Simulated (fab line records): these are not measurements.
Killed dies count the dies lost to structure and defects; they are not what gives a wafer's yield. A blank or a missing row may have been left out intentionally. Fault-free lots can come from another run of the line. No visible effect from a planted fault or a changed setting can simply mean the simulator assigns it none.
The tool behind it: which one? ; flow berkeley cmos170 ; Sampling: 14 lots, 42 wafers, 5 of 331 route steps

== WHAT THE GAUGES READ, wafer by wafer ==
UCB170_PFIELD_TW_MEAS_09. Usual: PFIELD_TW typically reads 602, with standard deviation 3.3.
lot;measured;on;PFIELD_TW;flag
L103;day 5 02:53;film metro-02;606 602 605;
L105;day 5 03:10;film metro-01;602 604 601;
L102;day 5 03:13;film metro-02;602 601 606;
L104;day 5 03:16;film metro-03;599 597 598;
L107;day 5 18:50;film metro-03;600 598 601;
L106;day 5 19:38;film metro-02;598 603 601;
L111;day 7 05:35;film metro-02;608 606 607;
L112;day 7 12:23;film metro-01;605 601 603;
L113;day 7 15:26;film metro-02;603 606 601;
L114;day 7 15:59;film metro-03;596 597 598;
L116;day 7 17:09;film metro-01;607 605 607;
L118;day 8 00:20;film metro-01;600 603 603;
L119;day 8 11:01;film metro-02;603 608 608;
L123;day 9 14:33;film metro-01;603 605 601;

UCB170_GATE_OVL_MEAS_13. Usual: GATE_OVL typically reads 0 nm, with standard deviation 5.2.
lot;measured;on;GATE_OVL (nm);flag
L103;day 7 05:52;overlay-01;-6 -6 -9;
L105;day 7 05:59;overlay-02;-10 -8 -2;
L102;day 7 06:49;overlay-01;3 8 5;
L104;day 7 06:28;overlay-01;-2 -1 0;
L107;day 7 22:15;overlay-01;8 9 6;
L106;day 7 22:19;overlay-02;-9 -16 -7;
L111;day 8 22:49;overlay-02;-10 -9 -4;
L112;day 9 09:56;overlay-02;-1 3 -8;
L113;day 9 14:41;overlay-02;-7 -2 -9;
L114;day 9 15:40;overlay-01;4 2 2;
L116;day 9 18:01;overlay-02;6 4 0;
L118;day 9 17:55;overlay-01;-3 1 -1;
L119;day 10 09:02;overlay-01;-5 -2 2;
L123;day 11 08:55;overlay-01;8 0 4;

UCB170_NLDD_TW_MEAS_11. Usual: NLDD_TW typically reads 2235, with standard deviation 19.
lot;measured;on;NLDD_TW;flag
L103;day 7 13:40;film metro-02;2230 2230 2231;
L105;day 7 14:02;film metro-04;2262 2273 2248;
L102;day 7 14:38;film metro-03;2201 2207 2201;
L104;day 7 14:19;film metro-02;2233 2227 2219;
L107;day 8 06:35;film metro-02;2228 2226 2233;
L106;day 8 06:44;film metro-03;2207 2215 2201;
L111;day 9 03:55;film metro-03;2216 2238 2220;
L112;day 9 17:29;film metro-02;2236 2230 2222;
L113;day 9 19:39;film metro-03;2227 2221 2224;
L114;day 9 21:55;film metro-03;2238 2214 2224;
L116;day 9 23:17;film metro-04;2266 2266 2279;
L118;day 9 22:44;film metro-03;2212 2213 2230;
L119;day 10 12:56;film metro-04;2233 2252 2254;
L123;day 11 12:59;film metro-02;2250 2247 2244;

UCB170_SPACER_THK_MEAS_01. Usual: SPACER_TEOS_THK typically reads 375 nm, with standard deviation 5.4.
lot;measured;on;SPACER_TEOS_THK (nm);flag
L103;day 7 14:29;film metro-02;375 378 376;
L105;day 7 14:29;film metro-03;371 379 386;
L102;day 7 15:14;film metro-01;366 377 375;
L104;day 7 14:52;film metro-02;373 383 379;
L107;day 8 07:52;film metro-01;374 372 374;
L106;day 8 07:52;film metro-03;373 366 375;
L111;day 9 04:11;film metro-02;369 365 372;
L112;day 9 17:58;film metro-01;378 386 376;
L113;day 9 19:56;film metro-03;371 371 370;
L114;day 9 22:11;film metro-01;376 377 376;
L116;day 10 00:45;film metro-02;741 747 752;OFF
L118;day 10 00:45;film metro-01;738 757 767;OFF
L119;day 10 13:13;film metro-01;365 376 377;
L123;day 11 13:16;film metro-02;378 377 384;

== WHICH TOOL RAN EACH LOT (tool, then ch and the chambers of the sampled wafers, then the start) ==
lot;UCB170_SPACER_CVD_00
L103;pecvd-02 ch 0,1,2, day 7 14:26
L105;pecvd-04 ch 0,2, day 7 14:26
L102;pecvd-02 ch 1,2, day 7 15:12
L104;pecvd-01 ch 0,1, day 7 14:49
L107;pecvd-04 ch 0,1,2, day 8 07:49
L106;pecvd-02 ch 0,1, day 8 07:49
L111;pecvd-01 ch 1,2, day 9 04:09
L112;pecvd-02 ch 0,2, day 9 17:55
L113;pecvd-01 ch 0,1,2, day 9 19:53
L114;pecvd-01 ch 0,1,2, day 9 22:08
L116;pecvd-04 ch 0,1,2, day 10 00:30
L118;pecvd-02 ch 1,2, day 10 00:30
L119;pecvd-02 ch 1,2, day 10 13:10
L123;pecvd-01 ch 1,2, day 11 13:13
- UCB170_SPACER_CVD_00: deposits SiO2 from TEOS/O2, target thk 376 nm, time 47 s.

== WHAT THE TOOLS THEMSELVES READ (means of the sampled wafers that have a number; where no wafer has one, the mark that the record gives instead) ==
UCB170_SPACER_CVD_00. Usual: heater power w at 238 W, with a standard deviation of 40.
lot;tool;heater power w (W);flag
L103;pecvd-02;249;
L105;pecvd-04;268;
L102;pecvd-02;255;
L104;pecvd-01;243;
L107;pecvd-04;280;
L106;pecvd-02;236;
L111;pecvd-01;235;
L112;pecvd-02;195;
L113;pecvd-01;234;
L114;pecvd-01;228;
L116;pecvd-04;256;
L118;pecvd-02;262;
L119;pecvd-02;271;
L123;pecvd-01;232;

== THE ANSWER, worked out from the rows above alone ==
Rule: take the mean of a lot's wafers that have a number; if it is more than 3 standard deviations from the usual mean, the lot is off. Also off: a lot with no number at a reading for which 4 or more lots have one. Any other lot the step has rows for is counted as sound. Order of review: gauges by route order, followed by the tools' own readings, for which a lot's mean as printed above is used. The first step at which some lot is off is used, and at that step the reading that is off furthest; a lot without a number counts as furthest.
Off: at UCB170_SPACER_THK_MEAS_01 (SPACER_TEOS_THK), L116, L118.
A tool fits if, at a process step before that reading, it ran every lot that is off, and no sound lot after the first of them. Gauges at UCB170_SPACER_THK_MEAS_01: tried the same way as those tools. Of those tried, none fits.

== WHAT THE SIMULATOR HAD PUT IN ==
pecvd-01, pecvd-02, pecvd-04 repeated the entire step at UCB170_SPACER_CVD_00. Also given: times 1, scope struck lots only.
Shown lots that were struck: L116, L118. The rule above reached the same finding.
